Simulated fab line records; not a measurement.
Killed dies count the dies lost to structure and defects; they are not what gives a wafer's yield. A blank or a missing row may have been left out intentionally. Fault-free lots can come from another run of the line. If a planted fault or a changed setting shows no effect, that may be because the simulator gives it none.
Matching of chambers + flow rit-cmos + 4 sister chambers for RIT_CONTACT_CLEAN_14 on wet-bench-03
The step cleans in SC2, time 600 s. 4 wafers are shown with their chamber, then 8 later ones without.

WAFERS PAIRED WITH THEIR CHAMBERS
| wafer  | chamber | bath-heat-duty-pct (%) |
|--------|---------|------------------------|
| L404.3 | 3       | 17.8                   |
| L409.4 | 2       | 16.8                   |
| L410.6 | 0       | 16.8                   |
| L415.1 | 1       | 16.2                   |

WAFERS WITH NO CHAMBER GIVEN
| wafer  | bath-heat-duty-pct (%) |
|--------|------------------------|
| L415.4 | 16.8                   |
| L415.5 | 17.5                   |
| L416.1 | 18.2                   |
| L416.3 | 14.9                   |
| L416.4 | 16.3                   |
| L418.2 | 16.9                   |
| L418.3 | 16.3                   |
| L418.6 | 17.5                   |

EACH ONE'S CHAMBER
| wafer  | from the rows above               | in truth |
|--------|-----------------------------------|----------|
| L415.4 | can't be placed: 0 or 2 or 1 or 3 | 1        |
| L415.5 | can't be placed: 3 or 0 or 2 or 1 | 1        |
| L416.1 | can't be placed: 3 or 0 or 2      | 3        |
| L416.3 | can't be placed: 1 or 0 or 2      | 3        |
| L416.4 | can't be placed: 1 or 0 or 2      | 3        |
| L418.2 | can't be placed: 0 or 2 or 1 or 3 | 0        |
| L418.3 | can't be placed: 1 or 0 or 2      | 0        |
| L418.6 | can't be placed: 3 or 0 or 2 or 1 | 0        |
Correctly placed: 0 of 8. Not placeable from these rows: 8 (in 6, the candidates include the true chamber). Wrongly placed: 0.
How it was worked out, from the rows above alone: a wafer's distance from a chamber is the root of the sum, over the readings, of the square of ((its reading less the chamber's mean) divided by the reading's scatter). If the next closest chamber is less than 2 further off than the closest, the wafer can't be placed; otherwise it belongs to the closest. Each chamber's mean is taken over the wafers shown for it. The scatter: with one shown wafer a chamber, the root of the mean of the squares of how far each hidden wafer lies from its nearest shown one.
